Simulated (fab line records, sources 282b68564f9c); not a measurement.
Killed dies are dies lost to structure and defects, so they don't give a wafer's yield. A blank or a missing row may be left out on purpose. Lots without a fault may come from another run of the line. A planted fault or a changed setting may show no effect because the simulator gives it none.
Which tool did it? | flow rit_cmos | 13 lots, 39 wafers sampled, at 3 steps of a route of 202

WHAT THE GAUGES READ, wafer by wafer
RIT_M1_RS_MEAS_01: measures by four-point-probe.
lot  | measured    | on            | M1_AL_RS (ohm/sq)
L656 | day 3 14:11 | film_metro-02 | 0.0731 0.0738 0.0743
L657 | day 3 17:48 | film_metro-04 | 0.0749 0.0740 0.0752
L659 | day 4 07:13 | film_metro-02 | 0.0751 0.0732 0.0734
L660 | day 4 10:58 | film_metro-02 | 0.0740 0.0747 0.0724
L661 | day 4 17:43 | film_metro-04 | 0.0743 0.0759 0.0731
L662 | day 4 21:16 | film_metro-01 | 0.0717 0.0731 0.0743
L664 | day 5 08:33 | film_metro-04 | 0.0733 0.0740 0.0716
L666 | day 5 15:24 | film_metro-01 | 0.0744 0.0743 0.0756
L671 | day 6 18:34 | film_metro-04 | 0.0724 0.0739 0.0687 0.0726 0.0740 0.0687
L673 | day 7 04:02 | film_metro-04 | 0.0737 0.0739 0.0733
L674 | day 7 11:13 | film_metro-02 | 0.0746 0.0746 0.0732
L677 | day 8 01:05 | film_metro-04 | 0.0742 0.0730 0.0725
L678 | day 8 02:43 | film_metro-04 | 0.0720 0.0736 0.0726

RIT_M1_THK_MEAS_02: measures by xrf.
lot  | measured    | on            | M1_AL_THK (nm)
L656 | day 3 14:18 | film_metro-02 | 403 400 396
L657 | day 3 17:55 | film_metro-04 | 396 402 397
L659 | day 4 07:20 | film_metro-02 | 389 400 400
L660 | day 4 11:05 | film_metro-02 | 398 395 406
L661 | day 4 17:50 | film_metro-04 | 398 391 406
L662 | day 4 21:23 | film_metro-01 | 410 405 397
L664 | day 5 08:39 | film_metro-04 | 404 398 414
L666 | day 5 15:31 | film_metro-01 | 397 400 391
L671 | day 6 23:43 | film_metro-04 | 411 402 432 409 401 428
L673 | day 7 04:10 | film_metro-04 | 403 403 407
L674 | day 7 11:20 | film_metro-02 | 396 394 403
L677 | day 8 01:12 | film_metro-04 | 400 405 411
L678 | day 8 02:49 | film_metro-04 | 415 406 412

WHICH TOOL RAN EACH LOT (tool, then ch and the chambers of the sampled wafers, then the start)
lot  | RIT_M1_SPUTTER_00
L656 | pvd_sputter-04, day 3 13:53
L657 | pvd_sputter-03, day 3 17:29
L659 | pvd_sputter-03, day 4 06:55
L660 | pvd_sputter-04, day 4 10:40
L661 | pvd_sputter-03, day 4 17:25
L662 | pvd_sputter-04, day 4 20:58
L664 | pvd_sputter-04, day 5 08:13
L666 | pvd_sputter-04, day 5 15:07
L671 | pvd_sputter-03, day 6 18:13
L673 | pvd_sputter-02, day 7 03:44
L674 | pvd_sputter-04, day 7 10:55
L677 | pvd_sputter-04, day 8 00:46
L678 | pvd_sputter-02, day 8 02:24
- RIT_M1_SPUTTER_00: material Al, target thk 400 nm, time 500 s.

WHAT THE TOOLS THEMSELVES READ (means of the sampled wafers that have a number; where no wafer has one, the mark that the record gives instead)
RIT_M1_SPUTTER_00.
lot  | tool           | throttle_valve_pct (%)
L656 | pvd_sputter-04 | 29.1
L657 | pvd_sputter-03 | 30.0
L659 | pvd_sputter-03 | 29.9
L660 | pvd_sputter-04 | 30.7
L661 | pvd_sputter-03 | 30.0
L662 | pvd_sputter-04 | 30.6
L664 | pvd_sputter-04 | 29.9
L666 | pvd_sputter-04 | 29.7
L671 | pvd_sputter-03 | 30.6
L673 | pvd_sputter-02 | 28.4
L674 | pvd_sputter-04 | 30.6
L677 | pvd_sputter-04 | 30.7
L678 | pvd_sputter-02 | 28.3

THE ANSWER, worked out from the rows above alone
Rule: what is usual is taken from the lots themselves. Put in order of their means at a reading, lots are off if they are a third of the lots or fewer, leave a main group of 4 or more, and stand apart from it by a gap of 3 or more times the standard deviation of the main group's means; of several such gaps the widest counts. A main group whose means are all the same, to the digits that the tables above print for the reading, isn't used. A lot without any number at a reading at which 4 lots or more have one is off too. The other lots that the step has rows for count as sound. The gauges are gone through in route order, then the tools' own readings, and for those a lot's mean is taken as printed above. The first step at which some lot is off is used, and at that step the reading that is off furthest; a lot without a number counts as furthest.
No lot is off at any reading shown: from this, nothing can be told.

WHAT THE SIMULATOR HAD PUT IN
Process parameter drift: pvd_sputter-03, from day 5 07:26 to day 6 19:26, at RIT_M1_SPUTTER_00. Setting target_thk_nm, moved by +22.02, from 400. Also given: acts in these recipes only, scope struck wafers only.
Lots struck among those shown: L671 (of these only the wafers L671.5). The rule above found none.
